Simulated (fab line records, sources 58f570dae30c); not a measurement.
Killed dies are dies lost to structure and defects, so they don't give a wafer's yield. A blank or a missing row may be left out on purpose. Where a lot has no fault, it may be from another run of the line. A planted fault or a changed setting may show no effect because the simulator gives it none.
Shared-tool check	flow berkeley cmos170	14 lots and 42 wafers in the sample

## WHY IT WAS OPENED
Of 14 lots, 2 have the reading V2_TEOS_THK flagged at UCB170_V2_THK_MEAS_01. Fault-free wafers read 1999 nm, with a standard deviation of 22.
Rule: a lot gets a flag if all its wafers with a number sit over 4 standard deviations from that mean, or if no wafer of it has a number. The rest of the lots are taken to be sound.

lot	measured	on	V2_TEOS_THK (nm), wafer by wafer	flag
L649	day 8 02:44	film metro-02	1972 2008 2026	
L651	day 8 02:55	film metro-03	1971 1957 1969	
L650	day 8 03:08	film metro-01	1995 2020 1999	
L653	day 8 22:48	film metro-01	2020 2013 2014	
L655	day 9 03:46	film metro-03	2006 2016 2013	
L652	day 9 04:22	film metro-03	1994 1986 2002	
L654	day 9 04:29	film metro-02	2004 2014 2052	
L661	day 10 22:38	film metro-02	2004 2023 2020	
L659	day 10 23:11	film metro-03	3980 3961 3969	FLAGGED
L660	day 11 00:08	film metro-01	4009 3972 4028	FLAGGED
L665	day 11 13:08	film metro-01	1997 1994 2006	
L667	day 11 13:41	film metro-01	2026 2024 2015	
L666	day 11 13:44	film metro-03	1987 2001 2030	
L668	day 12 03:26	film metro-03	1996 1997 2010	
The numbers of the flagged lots are 3986 nm on average: +1988 nm against the usual, or +90 standard deviations.

## WHICH TOOL EACH LOT WENT THROUGH
The record holds 2 process steps before the reading, out of a route of 331 steps. Cell contents, in order: the tool; ch with the chambers the sampled wafers went through; the start.
lot	flag	UCB170_SDANNEAL_RTA_00	UCB170_V2_CVD_00
L649		rtp anneal-01 ch 0, day 7 07:31	pecvd-04 ch 0,2, day 8 02:34
L651		rtp anneal-02 ch 0, day 7 07:12	pecvd-01 ch 0,1,2, day 8 02:45
L650		rtp anneal-01 ch 0, day 7 07:42	pecvd-04 ch 0,2, day 8 02:59
L653		rtp anneal-02 ch 0, day 8 06:53	pecvd-01 ch 0,1,2, day 8 22:41
L655		rtp anneal-02 ch 0, day 8 07:27	pecvd-04 ch 0,1,2, day 9 03:36
L652		rtp anneal-01 ch 0, day 8 08:07	pecvd-01 ch 1,2, day 9 04:12
L654		rtp anneal-01 ch 0, day 8 07:27	pecvd-04 ch 0,2, day 9 04:19
L661		rtp anneal-02 ch 0, day 9 21:26	pecvd-03 ch 0,2, day 10 22:27
L659	FLAGGED	rtp anneal-01 ch 0, day 9 21:45	pecvd-01 ch 0,1,2, day 10 22:45
L660	FLAGGED	rtp anneal-02 ch 0, day 9 22:11	pecvd-04 ch 1,2, day 10 23:38
L665		rtp anneal-02 ch 0, day 10 15:56	pecvd-04 ch 0,1,2, day 11 12:56
L667		rtp anneal-01 ch 0, day 10 16:12	pecvd-03 ch 0,1,2, day 11 13:35
L666		rtp anneal-01 ch 0, day 10 15:47	pecvd-04 ch 0,1,2, day 11 13:37
L668		rtp anneal-01 ch 0, day 11 09:58	pecvd-01 ch 0,1,2, day 12 03:16
What these steps do:
- UCB170_SDANNEAL_RTA_00: time 10.32 s.
- UCB170_V2_CVD_00: deposits SiO2 from TEOS/O2, target thk 2000 nm, time 250 s.
- UCB170_V2_THK_MEAS_01

## FLAGGED OVER TOTAL, TOOL BY TOOL (the gauges that took the reading come last)
step	tool	lots run	flagged	share of the flagged lots	sound lots run after its first flagged lot
UCB170_SDANNEAL_RTA_00	rtp anneal-01	8	1	some	3 (L666,L667,L668)
UCB170_SDANNEAL_RTA_00	rtp anneal-02	6	1	some	1 (L665)
UCB170_V2_CVD_00	pecvd-01	5	1	some	1 (L668)
UCB170_V2_CVD_00	pecvd-03	2	0	none	-
UCB170_V2_CVD_00	pecvd-04	7	1	some	2 (L665,L666)
UCB170_V2_THK_MEAS_01	film metro-01	5	1	some	2 (L665,L667)
UCB170_V2_THK_MEAS_01	film metro-02	3	0	none	-
UCB170_V2_THK_MEAS_01	film metro-03	6	1	some	2 (L666,L668)

## WHAT THE TABLE ALLOWS
No row of the table ran every flagged lot.

## WHAT THE SIMULATOR HAD INSERTED
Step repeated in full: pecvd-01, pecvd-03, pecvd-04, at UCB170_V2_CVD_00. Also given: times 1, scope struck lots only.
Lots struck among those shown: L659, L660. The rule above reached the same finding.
